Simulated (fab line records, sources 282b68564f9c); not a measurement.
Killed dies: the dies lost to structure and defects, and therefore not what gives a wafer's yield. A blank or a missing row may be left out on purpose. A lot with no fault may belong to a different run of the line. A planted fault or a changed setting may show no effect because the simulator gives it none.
Which tool was responsible? -- flow ritCmos -- 15 lots, 45 wafers sampled, at 5 steps of a route of 202

== WHAT THE GAUGES SHOWED, per wafer ==
RIT_SDANNEAL_RS_MEAS_04: a four-point-probe measurement.
lot,measured,on,PSD_RS (ohm/sq)
L872,day 3 12:34,filmMetro-02,115.91 115.75 115.67
L873,day 3 13:05,filmMetro-04,116.34 116.31 116.33
L874,day 3 14:53,filmMetro-02,116.20 115.59 115.74
L875,day 4 01:38,filmMetro-04,116.11 115.37 115.81
L878,day 4 15:16,filmMetro-02,115.73 115.80 115.78
L879,day 4 18:16,filmMetro-03,96.68 96.46 96.51
L881,day 5 05:56,filmMetro-02,96.07 96.19 96.49
L882,day 5 09:52,filmMetro-02,116.24 116.48 115.89
L883,day 5 10:16,filmMetro-04,96.54 96.42 96.35
L884,day 5 19:22,filmMetro-02,115.51 115.81 115.69
L890,day 7 15:00,filmMetro-02,115.84 115.79 116.08
L893,day 8 04:47,filmMetro-03,116.39 116.41 116.37
L892,day 8 05:13,filmMetro-02,115.87 116.29 115.62
L894,day 8 13:31,filmMetro-03,116.46 116.57 116.36
L895,day 8 19:49,filmMetro-04,116.00 115.68 115.98

RIT_SDANNEAL_RS_MEAS_05: a four-point-probe measurement.
lot,measured,on,NSD_RS (ohm/sq)
L872,day 3 12:41,filmMetro-02,84.38 84.15 84.27
L873,day 3 13:13,filmMetro-04,84.40 84.37 84.44
L874,day 3 15:01,filmMetro-02,84.90 84.42 84.28
L875,day 4 01:45,filmMetro-04,84.61 84.52 84.71
L878,day 4 15:23,filmMetro-02,84.22 84.70 84.27
L879,day 4 18:23,filmMetro-03,83.37 83.24 83.33
L881,day 5 06:03,filmMetro-02,83.42 83.45 83.15
L882,day 5 09:59,filmMetro-02,84.39 84.55 84.36
L883,day 5 10:23,filmMetro-04,83.58 83.63 83.40
L884,day 5 19:29,filmMetro-02,84.72 84.34 84.64
L890,day 7 15:07,filmMetro-02,84.25 84.28 84.38
L893,day 8 04:55,filmMetro-03,85.22 84.95 84.88
L892,day 8 05:20,filmMetro-02,83.90 84.43 83.82
L894,day 8 13:38,filmMetro-03,84.32 84.44 84.78
L895,day 8 19:56,filmMetro-04,84.67 84.74 84.95

RIT_SDANNEAL_RS_MEAS_06: a four-point-probe measurement.
lot,measured,on,PLDD_RS (ohm/sq)
L872,day 3 12:48,filmMetro-02,179.1 178.5 178.4
L873,day 3 13:20,filmMetro-04,179.2 179.4 179.6
L874,day 3 15:08,filmMetro-02,178.6 178.6 178.7
L875,day 4 01:52,filmMetro-04,178.4 177.8 177.5
L878,day 4 15:30,filmMetro-02,178.7 178.5 178.8
L879,day 4 18:31,filmMetro-03,162.3 162.1 162.4
L881,day 5 06:10,filmMetro-02,160.9 161.8 160.9
L882,day 5 10:06,filmMetro-02,179.1 178.8 179.0
L883,day 5 10:30,filmMetro-04,162.1 161.7 161.5
L884,day 5 19:37,filmMetro-02,179.4 179.5 179.5
L890,day 7 15:14,filmMetro-02,178.3 178.3 178.7
L893,day 8 05:02,filmMetro-03,178.8 179.5 179.1
L892,day 8 05:28,filmMetro-02,178.6 178.8 178.3
L894,day 8 13:46,filmMetro-03,179.0 179.1 178.9
L895,day 8 20:04,filmMetro-04,177.9 178.2 178.1

RIT_SDANNEAL_RS_MEAS_07: a four-point-probe measurement.
lot,measured,on,NLDD_RS (ohm/sq)
L872,day 3 12:55,filmMetro-02,150.0 151.3 150.8
L873,day 3 13:27,filmMetro-04,151.6 151.5 151.8
L874,day 3 15:15,filmMetro-02,150.6 151.3 150.6
L875,day 4 01:59,filmMetro-04,152.5 151.8 152.6
L878,day 4 15:37,filmMetro-02,152.8 152.9 152.3
L879,day 4 18:38,filmMetro-03,150.4 150.3 150.6
L881,day 5 06:17,filmMetro-02,149.9 149.8 150.3
L882,day 5 10:13,filmMetro-02,152.2 151.9 152.3
L883,day 5 10:37,filmMetro-04,150.3 150.6 149.9
L884,day 5 19:44,filmMetro-02,152.1 152.0 152.3
L890,day 7 15:22,filmMetro-02,152.1 152.1 151.8
L893,day 8 05:09,filmMetro-03,150.8 151.4 151.6
L892,day 8 05:35,filmMetro-02,152.2 152.1 151.7
L894,day 8 13:53,filmMetro-03,151.9 151.9 153.0
L895,day 8 20:11,filmMetro-04,151.4 151.4 151.3

== TOOL THAT RAN EACH LOT (tool first, then ch and the chambers of the sampled wafers, then the start) ==
lot,RIT_SDANNEAL_RTA_03
L872,"rtpAnneal-01 ch 0, day 3 12:30"
L873,"rtpAnneal-02 ch 0, day 3 13:01"
L874,"rtpAnneal-01 ch 0, day 3 14:49"
L875,"rtpAnneal-02 ch 0, day 4 01:34"
L878,"rtpAnneal-01 ch 0, day 4 15:11"
L879,"rtpAnneal-02 ch 0, day 4 18:13"
L881,"rtpAnneal-02 ch 0, day 5 05:52"
L882,"rtpAnneal-01 ch 0, day 5 09:47"
L883,"rtpAnneal-02 ch 0, day 5 10:11"
L884,"rtpAnneal-01 ch 0, day 5 19:17"
L890,"rtpAnneal-01 ch 0, day 7 14:56"
L893,"rtpAnneal-01 ch 0, day 8 04:43"
L892,"rtpAnneal-02 ch 0, day 8 05:10"
L894,"rtpAnneal-01 ch 0, day 8 13:27"
L895,"rtpAnneal-02 ch 0, day 8 19:46"
- RIT_SDANNEAL_RTA_03: time 5 s.

== WHAT THE TOOLS THEMSELVES READ (means of the sampled wafers that have a number; where no wafer has one, the mark that the record gives instead) ==
RIT_SDANNEAL_RTA_03.
lot,tool,wafer_temp_C_max
L872,rtpAnneal-01,1053.6
L873,rtpAnneal-02,1054.0
L874,rtpAnneal-01,1054.0
L875,rtpAnneal-02,1053.3
L878,rtpAnneal-01,1052.8
L879,rtpAnneal-02,1053.9
L881,rtpAnneal-02,1052.9
L882,rtpAnneal-01,1053.6
L883,rtpAnneal-02,1052.0
L884,rtpAnneal-01,1054.1
L890,rtpAnneal-01,1052.8
L893,rtpAnneal-01,1053.2
L892,rtpAnneal-02,1054.7
L894,rtpAnneal-01,1054.6
L895,rtpAnneal-02,1053.7

== THE ANSWER, worked out from the rows above alone ==
Rule: what is usual is taken from the lots themselves. The widest of any qualifying gaps counts: lots, ordered by their means at a reading, are off when they make up no more than a third of the lots, leave a main group of 4 or more, and stand apart from it by 3 or more times the standard deviation of that group's means. Not used: any main group whose means are identical at the precision the tables above print for the reading. A lot without any number at a reading at which 4 lots or more have one is off too. Where the step has rows for the other lots, those lots are counted as sound. Order of review: gauges by route order, followed by the tools' own readings, for which a lot's mean as printed above is used. At the first step where some lot is off, the reading lying furthest off is the one used; lots without a number count as furthest.
Off: L879, L881, L883, seen at RIT_SDANNEAL_RS_MEAS_04 (PSD_RS). Mean 115.99 ohm/sq and standard deviation 0.26 in the main group.
If a tool, at a process step before that reading, ran all the lots that are off and no sound lot after the first of them, it fits. The gauges at RIT_SDANNEAL_RS_MEAS_04 are tried like those tools. No candidate that was tried fits.

== WHAT HAD BEEN PUT IN BY THE SIMULATOR ==
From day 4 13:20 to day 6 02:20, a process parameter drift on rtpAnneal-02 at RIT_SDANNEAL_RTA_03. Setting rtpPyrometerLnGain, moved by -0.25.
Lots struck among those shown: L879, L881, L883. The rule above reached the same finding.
